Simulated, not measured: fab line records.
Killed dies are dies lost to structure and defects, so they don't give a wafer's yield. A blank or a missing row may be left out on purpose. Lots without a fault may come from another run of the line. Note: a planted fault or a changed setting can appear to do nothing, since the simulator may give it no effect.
A struck lot beside a sound one / flow rit-cmos / 15 steps out of a route of 202
Sound: the wafers L713.2, L713.4, L713.5. Struck: wafers L708.1, L708.4. (L708.3 of the same lot was not struck and is left out.) The cause comes at the end.
Order at every step that has rows: each side's tool, ch and its chambers, its first start. Under that, the readings that differ: sound wafers / struck wafers / difference of the means / sigmas: that difference in standard deviations of wafers without a fault.
alike: readings with means less than 2 such deviations apart, plus words and numbers identical on both sides. not compared: withheld readings, readings lacking a value on some wafer, bounds such as >300 that could conceal the same value, and numbers that have no deviation in the record and whose values overlap.
A row with sigmas, a row that says differs or no value, or rows on one side alone: a step with any of these is where the two part. Non-overlapping numbers with no deviation appear without sigmas and do not part them. A reading missing from all wafers of one side parts the sides only when that side holds two or more wafers.

first, 1 step without rows for these wafers: RIT_NWELL_IMPLANT_08.
RIT_NWELL_STRIP_09: strips in O2, time 180 s.
  sound on plasma-asher-01 ch 1, day 4 20:47; struck on plasma-asher-04 ch 1, day 3 18:50
reading=rf-refl-power-W (W); sound=6.0 5.7 5.8; struck=8.1 8.3; difference=+2.4; sigmas=+2
  alike: drypump-motor-current-A, o2-flow-sccm
  not compared: rf-hours-counter-h
RIT_NWELL_TW_MEAS_10:
  sound: film-metro-03 at day 4 20:58; struck: film-metro-03 at day 3 19:01
  alike: NWELL_TW
then, 6 steps without rows for these wafers: RIT_PWELL_HMDS_00 (prime time 60 s); RIT_PWELL_COAT_01 (resist thk 1300 nm); RIT_PWELL_SOFTBAKE_02 (time 60 s); RIT_PWELL_EXPOSE_03 (exposes mask M3, target cd 43700 nm); RIT_PWELL_PEB_04; RIT_PWELL_DEVELOP_05 (develop time 68 s).
RIT_PWELL_OVL_MEAS_06:
  sound: overlay-02 at day 4 21:54; struck: overlay-01 at day 3 20:04
  alike: PWELL_OVL
then, 2 steps without rows for these wafers: RIT_PWELL_HARDBAKE_07 (time 120 s); RIT_PWELL_IMPLANT_08.
RIT_PWELL_STRIP_09: strips in O2, time 180 s.
  sound on plasma-asher-04 ch 0,1, day 4 22:20; struck on plasma-asher-03 ch 0, day 3 20:31
reading=o2-flow-sccm (sccm); sound=4001 4005 4012; struck=4832 4820; difference=+820; sigmas=+68
  alike: drypump-motor-current-A, rf-refl-power-W
  not compared: rf-hours-counter-h
RIT_PWELL_TW_MEAS_10:
  sound: film-metro-02 at day 4 22:31; struck: film-metro-02 at day 3 20:41
  alike: PWELL_TW
RIT_M1_PROBE_99:
  sound: prober-02 at day 6 11:50; struck: prober-01 at day 5 07:43
  alike: killed-at-contacts, killed-at-front-end, killed-dies, killed-on-rim, killed-open, killed-short

== WHERE THEY PART ==
At RIT_NWELL_STRIP_09 first; at RIT_PWELL_STRIP_09 last (within this record only). Later steps at which nothing parts them and some readings are alike: RIT_PWELL_TW_MEAS_10, RIT_M1_PROBE_99.

WHY: the cause the simulator had injected
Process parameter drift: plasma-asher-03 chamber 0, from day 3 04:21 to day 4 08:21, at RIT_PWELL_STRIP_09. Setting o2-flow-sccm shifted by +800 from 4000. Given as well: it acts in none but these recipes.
